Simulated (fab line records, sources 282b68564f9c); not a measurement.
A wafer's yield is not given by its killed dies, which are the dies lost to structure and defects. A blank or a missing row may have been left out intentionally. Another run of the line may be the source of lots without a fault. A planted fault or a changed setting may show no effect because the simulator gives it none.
fab line records ; flow ritCmos
[record] lots = 5; wafers = 27
route steps=202 shown ACTIVE@2 FOX2@25 GATE@91 CONTACT@175 M1@200
startH: hours from the record's first day to the start of the lot's first wafer shown ; waitH: hours elapsed since this lot's preceding step ; " the same as in the row above ; L1.1+2: a row that stands for several wafers ; - no value, or no start given ; * or withheld: withheld ; < > ~ a bound
route shown NAME@n: NAME is a module with steps in the file, n the number in the route of the first one ; usual: mean and standard deviation over wafers with no fault ; same: alike in all rows ; chamber/n: place in a boat ; sites: readings site by site ; _std_site: the standard deviation of these ; _edge_site: the outer-site mean with the inner-site mean subtracted ; radiusMm: how far each site lies from the wafer's centre ; mask NAME#n: copy n ; behind: the last tool/chamber to shape the wafer ; hold: what put the lot on hold/how long, in hours/how the hold closed ; device: the transistor (n, p or np) that didn't switch ; end of line: the route-end tests of the same wafers ; a step without rows: its recipe alone ; killed: at the first sort, the dies lost to defects and structure; wafer yield is something else ; map: shows each die of a wafer: x if killed, . if not, _ if none is there
set.NAME: setting as actually run; set.NAME@STEP: the setting as run at that earlier step ; model.NAME: the simulator's own value behind a step, which no gauge read
one table per step and one row per wafer, for lots whose settings were changed on purpose
[[steps]]
[step RIT_ACTIVE_OXIDATION_01]
[recipe] tempC = 1000; ambient = O2; targetThkA = 468; oxTimeS = 3360
lot.wafer;tool;chamber;startH;waitH;set.oxTimeS;model.SiO2_of_ACTIVE_OXIDATION_01.thkNm
L074.1;-;-;-;0.1;3360;47.05
L074.2;-;-;-;0.1;3360;47.13
L074.3;-;-;-;0.1;3360;46.43
L074.4;-;-;-;0.1;3360;47.35
L074.5;-;-;-;0.1;3360;47
L074.6;-;-;-;0.1;3360;47.25
L075.1;-;-;-;0.1;3360;47.64
L075.2+5;-;-;-;0.1;3360;47.59
L075.3;-;-;-;0.1;3360;47.29
L075.4;-;-;-;0.1;3360;46.06
L075.6;-;-;-;0.1;3360;47.24
L078.1;-;-;-;0.1;4690;56.44
L078.2;-;-;-;0.1;4690;57.49
L078.3;-;-;-;0.1;4690;57
L078.4;-;-;-;0.1;4690;57.01
L078.5;-;-;-;0.1;4690;57.45
L078.6;-;-;-;0.1;4690;57.58
L080.1;-;-;-;0.1;2227;35.55
L080.2;-;-;-;0.1;2227;36.43
L080.3;-;-;-;0.1;2227;35.87
L080.4;-;-;-;0.1;2227;36.96
L080.5;-;-;-;0.1;2227;35.39
L080.6;-;-;-;0.1;2227;36.39
L082.1;furnace-03;0;50.45;0.4;3360;47.62
L082.2;furnace-03;0;50.45;0.4;3360;46.87
L082.4;furnace-03;0;50.45;0.4;3360;47.21
[step RIT_ACTIVE_THK_MEAS_02]
[recipe] reads = SiO2_of_ACTIVE_OXIDATION_01
[usual] ACTIVE_OXIDE_THK = 46.6/0.67
lot.wafer;tool;chamber;startH;waitH;set.oxTimeS@ACTIVE_OXIDATION_01;ACTIVE_OXIDE_THK[nm]
L074.1;filmMetro-02;-;-;-;3360;47.0
L074.2;filmMetro-02;-;-;-;3360;47.2
L074.3;filmMetro-02;-;-;-;3360;46.5
L074.4;filmMetro-02;-;-;-;3360;47.3
L074.5;filmMetro-02;-;-;-;3360;47.0
L074.6;filmMetro-02;-;-;-;3360;47.2
L075.1;filmMetro-03;-;-;-;3360;47.6
L075.2;filmMetro-03;-;-;-;3360;47.6
L075.3;filmMetro-03;-;-;-;3360;47.2
L075.4;filmMetro-03;-;-;-;3360;46.1
L075.5;filmMetro-03;-;-;-;3360;47.6
L075.6;filmMetro-03;-;-;-;3360;47.3
L078.1;filmMetro-03;-;-;-;4690;56.5
L078.2;filmMetro-03;-;-;-;4690;57.5
L078.3;filmMetro-03;-;-;-;4690;57.0
L078.4;filmMetro-03;-;-;-;4690;57.0
L078.5;filmMetro-03;-;-;-;4690;57.5
L078.6;filmMetro-03;-;-;-;4690;57.6
L080.1;filmMetro-02;-;-;-;2227;35.6
L080.2;filmMetro-02;-;-;-;2227;36.4
L080.3;filmMetro-02;-;-;-;2227;35.9
L080.4;filmMetro-02;-;-;-;2227;37.0
L080.5;filmMetro-02;-;-;-;2227;35.4
L080.6;filmMetro-02;-;-;-;2227;36.4
L082.1;filmMetro-03;-;52.38;0.0;3360;47.6
L082.2;filmMetro-03;-;52.38;0.0;3360;46.9
L082.4;filmMetro-03;-;52.38;0.0;3360;47.2
[step RIT_ACTIVE_CVD_03]
[recipe] material = Si3N4; targetThkNm = 150; tempC = 810; precursor = SiH2Cl2/NH3; timeS = 1500; pressureMtorr = 300; sih2cl2FlowSccm = 60; nh3FlowSccm = 150
[step RIT_ACTIVE_HARDBAKE_12]
[recipe] resist = NOVOLAK; tempC = 140; timeS = 60
[step RIT_ACTIVE_ETCH_13]
[recipe] stopOn = SiO2; chemistry = SF6; target = Si3N4; timeS = 210; overEtchFrac = 0.4; SF6_flow_sccm = 200; pressureMtorr = 260; rfW = 125; targetDepthA = 2100
lot.wafer;tool;chamber;startH;waitH;set.oxTimeS@ACTIVE_OXIDATION_01;model.SiO2_of_ACTIVE_OXIDATION_01.thkNm
L074.1;rieDiel-01;3;14.71;0.1;3360;47.05
L074.2;rieDiel-01;2;14.71;0.1;3360;47.13
L074.3;rieDiel-01;0;14.71;0.1;3360;46.43
L074.4;rieDiel-01;1;14.71;0.1;3360;47.35
L074.5;rieDiel-01;0;14.71;0.1;3360;47
L074.6;rieDiel-01;3;14.71;0.1;3360;47.25
L075.1;rieDiel-03;1;19.86;0.1;3360;47.06
L075.2+5;rieDiel-03;0;19.86;0.1;3360;47.59
L075.3;rieDiel-03;3;19.86;0.1;3360;47.29
L075.4;rieDiel-03;2;19.86;0.1;3360;44.9
L075.6;rieDiel-03;1;19.86;0.1;3360;46.67
L078.1;rieDiel-03;2;34.83;0.1;4690;55.29
L078.2;rieDiel-03;3;34.83;0.1;4690;57.49
L078.3;rieDiel-03;0;34.83;0.1;4690;57
L078.4;rieDiel-03;1;34.83;0.1;4690;56.43
L078.5;rieDiel-03;0;34.83;0.1;4690;57.45
L078.6;rieDiel-03;3;34.83;0.1;4690;57.58
L080.1;rieDiel-01;1;44.74;0.1;2227;35.55
L080.2;rieDiel-01;3;44.74;0.1;2227;36.43
L080.3;rieDiel-01;2;44.74;0.1;2227;35.87
L080.4;rieDiel-01;0;44.74;0.1;2227;36.96
L080.5;rieDiel-01;3;44.74;0.1;2227;35.39
L080.6;rieDiel-01;0;44.74;0.1;2227;36.39
L082.1;rieDiel-03;1;55.44;0.1;3360;47.05
L082.2;rieDiel-03;0;55.44;0.1;3360;46.87
L082.4;rieDiel-03;3;55.44;0.1;3360;47.21
[step RIT_ACTIVE_STRIP_14]
[recipe] chemistry = O2; timeS = 180; resist = NOVOLAK; platenTempC = withheld; powerW = 500; pressureMtorr = 4000; o2FlowSccm = 4000
[step RIT_FOX2_CLEAN_02]
[recipe] chemistry = dHF; dilution = 50:1; timeS = 180
[step RIT_FOX2_WET_ETCH_03]
[recipe] chemistry = H3PO4; target = Si3N4; targetDepthNm = 195; tempC = 165; timeS = 2700
lot.wafer;tool;chamber;startH;waitH;set.oxTimeS@ACTIVE_OXIDATION_01;model.SiO2_of_ACTIVE_OXIDATION_01.thkNm
L074.1;wetBench-04;0;18.99;0.0;3360;41.92
L074.2;wetBench-04;0;18.99;0.0;3360;42.01
L074.3;wetBench-04;0;18.99;0.0;3360;41.39
L074.4;wetBench-04;0;18.99;0.0;3360;42.2
L074.5;wetBench-04;0;18.99;0.0;3360;41.88
L074.6;wetBench-04;0;18.99;0.0;3360;42.1
L075.1;wetBench-04;0;23.58;0.0;3360;41.76
L075.2;wetBench-04;0;23.58;0.0;3360;42.24
L075.3;wetBench-04;0;23.58;0.0;3360;41.96
L075.4;wetBench-04;0;23.58;0.0;3360;39.84
L075.5;wetBench-04;0;23.58;0.0;3360;42.22
L075.6;wetBench-04;0;23.58;0.0;3360;41.43
L078.1;wetBench-04;0;39.03;0.0;4690;49.21
L078.2;wetBench-04;0;39.03;0.0;4690;51.1
L078.3;wetBench-04;0;39.03;0.0;4690;50.7
L078.4;wetBench-04;0;39.03;0.0;4690;50.19
L078.5;wetBench-04;0;39.03;0.0;4690;51.11
L078.6;wetBench-04;0;39.03;0.0;4690;51.21
L080.1;wetBench-01;1;48.46;0.0;2227;31.57
L080.2;wetBench-01;1;48.46;0.0;2227;32.34
L080.3;wetBench-01;1;48.46;0.0;2227;31.85
L080.4;wetBench-01;1;48.46;0.0;2227;32.81
L080.5;wetBench-01;1;48.46;0.0;2227;31.42
L080.6;wetBench-01;1;48.46;0.0;2227;32.29
L082.1;wetBench-04;1;59.16;0.0;3360;41.69
L082.2;wetBench-04;1;59.16;0.0;3360;41.56
L082.4;wetBench-04;1;59.16;0.0;3360;41.84
[step RIT_GATE_DEVELOP_15]
[recipe] resist = NOVOLAK; developTimeS = 50; devTempC = 23
lot.wafer;tool;chamber;startH;waitH;set.developTimeS
L074.1+2+5;lithoTrack-02;0;-;-;72.59
L074.3+4+6;lithoTrack-02;0;-;-;50
L075.1+4+5;lithoTrack-03;0;-;-;50
L075.2+3+6;lithoTrack-03;0;-;-;33.21
L078.1+2+3+4+5+6;lithoTrack-02;0;-;-;50
L080.1+2+3+4+5+6;lithoTrack-03;0;-;-;50
L082.1+2+4;lithoTrack-01;0;-;-;50
[step RIT_CONTACT_DEVELOP_07]
[recipe] resist = NOVOLAK; developTimeS = 120; devTempC = 23
lot.wafer;tool;chamber;startH;waitH;set.developTimeS
L074.1+3+5;lithoTrack-04;0;-;-;185
L074.2+4+6;lithoTrack-04;0;-;-;120
L075.1+2+3+4+5+6;lithoTrack-04;0;-;-;120
L078.1+5+6;lithoTrack-01;0;-;-;120
L078.2+3+4;lithoTrack-01;0;-;-;138
L080.1+2+4;lithoTrack-01;0;-;-;120
L080.3+5+6;lithoTrack-01;0;-;-;80.28
L082.1+2+4;lithoTrack-04;0;-;-;120
[step RIT_CONTACT_CD_MEAS_08]
[recipe] targetCdNm = 1000
[usual] cdNm = 999.0/2
lot.wafer;tool;chamber;startH;waitH;set.developTimeS@CONTACT_DEVELOP_07;cdNm
L074.1;cdSem-02;-;52.74;-;185;1034.3
L074.2;cdSem-02;-;52.74;-;120;1000.0
L074.3;cdSem-02;-;52.74;-;185;1033.6
L074.4;cdSem-02;-;52.74;-;120;999.3
L074.5;cdSem-02;-;52.74;-;185;1032.3
L074.6;cdSem-02;-;52.74;-;120;1001.9
L075.1;cdSem-01;-;56.25;-;120;998.7
L075.2;cdSem-01;-;56.25;-;120;998.0
L075.3;cdSem-01;-;56.25;-;120;996.2
L075.4;cdSem-01;-;56.25;-;120;997.8
L075.5;cdSem-01;-;56.25;-;120;998.4
L075.6;cdSem-01;-;56.25;-;120;996.6
L078.1;cdSem-01;-;73.53;-;120;1002.2
L078.2;cdSem-01;-;73.53;-;138;1015.2
L078.3;cdSem-01;-;73.53;-;138;1013.6
L078.4;cdSem-01;-;73.53;-;138;1014.3
L078.5;cdSem-01;-;73.53;-;120;1002.6
L078.6;cdSem-01;-;73.53;-;120;1000.9
L080.1;cdSem-02;-;85.80;-;120;999.4
L080.2;cdSem-02;-;85.80;-;120;1000.3
L080.3;cdSem-02;-;85.80;-;80.28;965.2
L080.4;cdSem-02;-;85.80;-;120;998.6
L080.5;cdSem-02;-;85.80;-;80.28;966.9
L080.6;cdSem-02;-;85.80;-;80.28;966.0
L082.1;cdSem-01;-;94.34;-;120;997.6
L082.2;cdSem-01;-;94.34;-;120;996.4
L082.4;cdSem-01;-;94.34;-;120;997.8
[step RIT_CONTACT_HARDBAKE_10]
[recipe] resist = NOVOLAK; tempC = 140; timeS = 60
[step RIT_CONTACT_ETCH_11]
[recipe] targetDepthA = 4800; overEtchFrac = 0.2; stopOn = TiSi2; chemistry = CHF3/CF4/Ar; target = SiO2; CHF3_flow_sccm = 50; cf4FlowSccm = 10; Ar_flow_sccm = 100; O2_flow_sccm = 5; pressureMtorr = 100; rfW = 200; timeS = 320
lot.wafer;tool;chamber;startH;waitH;set.developTimeS@CONTACT_DEVELOP_07;model.CONTACT.cdNm
L074.1+3;rieDiel-02;0,3;53.05;0.1;185;1034
L074.2;rieDiel-02;2;53.05;0.1;120;-
L074.4;rieDiel-02;1;53.05;0.1;120;999.5
L074.5;rieDiel-02;0;53.05;0.1;185;1032
L074.6;rieDiel-02;1;53.05;0.1;120;1002
L075.1;rieDiel-01;3;56.55;0.1;120;998.4
L075.2;rieDiel-01;1;56.55;0.1;120;997.6
L075.3;rieDiel-01;0;56.55;0.1;120;996.3
L075.4;rieDiel-01;2;56.55;0.1;120;997.4
L075.5;rieDiel-01;0;56.55;0.1;120;998.2
L075.6;rieDiel-01;1;56.55;0.1;120;996.5
L078.1+5;rieDiel-02;2,1;73.84;0.1;120;1002
L078.2;rieDiel-02;3;73.84;0.1;138;1015
L078.3;rieDiel-02;0;73.84;0.1;138;1013
L078.4;rieDiel-02;1;73.84;0.1;138;1014
L078.6;rieDiel-02;0;73.84;0.1;120;1001
L080.1;rieDiel-01;0;86.11;0.1;120;999
L080.2;rieDiel-01;2;86.11;0.1;120;999.8
L080.3;rieDiel-01;3;86.11;0.1;80.28;965
L080.4;rieDiel-01;1;86.11;0.1;120;998.3
L080.5;rieDiel-01;3;86.11;0.1;80.28;966.9
L080.6;rieDiel-01;0;86.11;0.1;80.28;965.9
L082.1+4;rieDiel-01;0,2;94.64;0.1;120;997.7
L082.2;rieDiel-01;3;94.64;0.1;120;996.2
[step RIT_CONTACT_STRIP_12]
[recipe] chemistry = O2; timeS = 180; resist = NOVOLAK; platenTempC = withheld; powerW = 500; pressureMtorr = 4000; o2FlowSccm = 4000
[step RIT_CONTACT_CD_MEAS_90]
[recipe] targetCdNm = 1000
[usual] cdNm = 999.0/2.1
lot.wafer;tool;chamber;startH;waitH;set.developTimeS@CONTACT_DEVELOP_07;cdNm
L074.1;cdSem-01;-;53.42;0.1;185;1034.4
L074.2;cdSem-01;-;53.42;0.1;120;999.8
L074.3;cdSem-01;-;53.42;0.1;185;1033.6
L074.4;cdSem-01;-;53.42;0.1;120;999.4
L074.5;cdSem-01;-;53.42;0.1;185;1032.1
L074.6;cdSem-01;-;53.42;0.1;120;1002.2
L075.1;cdSem-01;-;56.92;0.1;120;998.4
L075.2;cdSem-01;-;56.92;0.1;120;997.7
L075.3;cdSem-01;-;56.92;0.1;120;996.0
L075.4;cdSem-01;-;56.92;0.1;120;997.5
L075.5;cdSem-01;-;56.92;0.1;120;998.0
L075.6;cdSem-01;-;56.92;0.1;120;996.8
L078.1;cdSem-02;-;74.20;0.1;120;1002.1
L078.2;cdSem-02;-;74.20;0.1;138;1015.2
L078.3;cdSem-02;-;74.20;0.1;138;1013.4
L078.4;cdSem-02;-;74.20;0.1;138;1013.4
L078.5;cdSem-02;-;74.20;0.1;120;1001.9
L078.6;cdSem-02;-;74.20;0.1;120;1000.5
L080.1;cdSem-01;-;86.48;0.1;120;999.3
L080.2;cdSem-01;-;86.48;0.1;120;999.8
L080.3;cdSem-01;-;86.48;0.1;80.28;964.9
L080.4;cdSem-01;-;86.48;0.1;120;998.1
L080.5;cdSem-01;-;86.48;0.1;80.28;967.0
L080.6;cdSem-01;-;86.48;0.1;80.28;966.2
L082.1;cdSem-02;-;95.01;0.1;120;997.6
L082.2;cdSem-02;-;95.01;0.1;120;996.3
L082.4;cdSem-02;-;95.01;0.1;120;997.4
[step RIT_CONTACT_CLEAN_13]
[recipe] chemistry = SC1; mix = 3:3:50; timeS = 600; tempC = 75
[step RIT_CONTACT_CLEAN_14]
[recipe] chemistry = SC2; mix = 3:3:50; timeS = 600; tempC = 75; dry = n2Spin
[step RIT_M1_ANNEAL_15]
[recipe] tempC = 450; timeS = 1800; ambient = forming_gas_H2N2
[step RIT_M1_PROBE_99]
lot.wafer;tool;chamber;startH;waitH;set.developTimeS@GATE_DEVELOP_15;model.etest.pmos_0p3.rOnOhmUm;model.etest.pmosTurned.rOnOhmUm;model.etest.npolyLine.lineOhmUm;model.etest.ppolyLine.lineOhmUm;model.etest.nmos_0p3.rOnOhmUm
L074.1;prober-01;-;59.00;0.1;72.59;5043;2139;432.1;412.8;1803
L074.2;prober-01;-;59.05;0.1;72.59;5040;2125;425.7;405;1794
L074.3;prober-01;-;59.10;0.2;50;6620;3672;158.1;152.3;2228
L074.4;prober-01;-;59.15;0.2;50;6599;3645;160.7;152.2;2221
L074.5;prober-01;-;59.20;0.2;72.59;5104;2161;424.9;404.9;1805
L074.6;prober-01;-;59.25;0.2;50;6606;3804;156.2;152.9;2236
L075.1;prober-02;-;61.54;0.1;50;6250;3403;159.4;153.6;2166
L075.2;prober-02;-;61.59;0.1;33.21;8086;5205;89.99;85.59;2721
L075.3;prober-02;-;61.64;0.2;33.21;8156;5262;89.36;85.3;2743
L075.4;prober-02;-;61.69;0.2;50;6312;3519;160.3;150.6;2187
L075.5;prober-02;-;61.74;0.2;50;6178;3417;160.8;154.6;2140
L075.6;prober-02;-;61.79;0.2;33.21;7974;5135;89.61;86.97;2675
L078.1;prober-01;-;79.46;0.1;50;6228;3362;169.1;159.6;2211
L078.2;prober-01;-;79.51;0.1;50;6359;3396;171.8;159.9;2244
L078.3;prober-01;-;79.56;0.2;50;6272;3314;166.3;160.3;2223
L078.4;prober-01;-;79.61;0.2;50;6312;3408;171.4;164.1;2244
L078.5;prober-01;-;79.66;0.2;50;6218;3385;164.4;155.7;2209
L078.6;prober-01;-;79.71;0.2;50;6326;3450;164.8;156;2236
L080.1;prober-01;-;91.48;0.1;50;6249;3443;169.3;162.4;2096
L080.2;prober-01;-;91.53;0.1;50;6258;3510;163.4;157.9;2094
L080.3;prober-01;-;91.58;0.2;50;6283;3479;163.4;156.9;2094
L080.4;prober-01;-;91.63;0.2;50;6386;3524;166.4;159.1;2117
L080.5;prober-01;-;91.68;0.2;50;6256;3501;164.6;156.4;2110
L080.6;prober-01;-;91.73;0.2;50;6261;3440;164.9;157.8;2099
L082.1;prober-01;-;100.64;0.1;50;6697;3979;164.1;158.8;2235
L082.2;prober-01;-;100.69;0.1;50;6729;3968;165.6;161.3;2203
L082.4;prober-01;-;100.79;0.2;50;6734;3933;162.5;158.1;2244
// killed by level:class
L082.1 GATE:geometricParticle:open=2 FOX2:geometricParticle:open=1 REOX:geometricParticle:open=1 SILICIDE:geometricParticle:open=1
L082.2 FOX1:geometricParticle:open=2 FOX1:geometricParticle:short=1 FOX2:geometricParticle:open=1 GATE:geometricParticle:open=1 SPACER:geometricParticle:short=1 SILICIDE:geometricParticle:short=1
L082.4 FOX1:geometricParticle:open=1 GATE:geometricParticle:short=1 SILICIDE:geometricParticle:short=1 SILICIDE:geometricParticle:open=1
[[key]]
[split] step = RIT_ACTIVE_OXIDATION_01; setting = oxTimeS; stated = 3360; by = lot
[response] step = RIT_ACTIVE_OXIDATION_01; reading = model.SiO2_of_ACTIVE_OXIDATION_01.thkNm; change = +0.286; per = 1%; r = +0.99
[response] step = RIT_ACTIVE_THK_MEAS_02; reading = ACTIVE_OXIDE_THK; change = +0.285; per = 1%; r = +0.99
[response] step = RIT_ACTIVE_ETCH_13; reading = model.SiO2_of_ACTIVE_OXIDATION_01.thkNm; change = +0.282; per = 1%; r = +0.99
[response] step = RIT_FOX2_WET_ETCH_03; reading = model.SiO2_of_ACTIVE_OXIDATION_01.thkNm; change = +0.252; per = 1%; r = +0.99
[split] step = RIT_GATE_DEVELOP_15; setting = developTimeS; stated = 50; by = wafer
[response] step = RIT_M1_PROBE_99; reading = model.etest.pmos_0p3.rOnOhmUm; change = -41.4; per = 1%; r = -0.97
[response] step = RIT_M1_PROBE_99; reading = model.etest.pmosTurned.rOnOhmUm; change = -40.9; per = 1%; r = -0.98
[response] step = RIT_M1_PROBE_99; reading = model.etest.npolyLine.lineOhmUm; change = +4.59; per = 1%; r = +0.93
[response] step = RIT_M1_PROBE_99; reading = model.etest.ppolyLine.lineOhmUm; change = +4.35; per = 1%; r = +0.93
[response] step = RIT_M1_PROBE_99; reading = model.etest.nmos_0p3.rOnOhmUm; change = -11.9; per = 1%; r = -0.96
[split] step = RIT_CONTACT_DEVELOP_07; setting = developTimeS; stated = 120; by = wafer
[response] step = RIT_CONTACT_CD_MEAS_08; reading = cdNm; change = +0.724; per = 1%; r = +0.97
[response] step = RIT_CONTACT_ETCH_11; reading = model.CONTACT.cdNm; change = +0.737; per = 1%; r = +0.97
[response] step = RIT_CONTACT_CD_MEAS_90; reading = cdNm; change = +0.72; per = 1%; r = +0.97
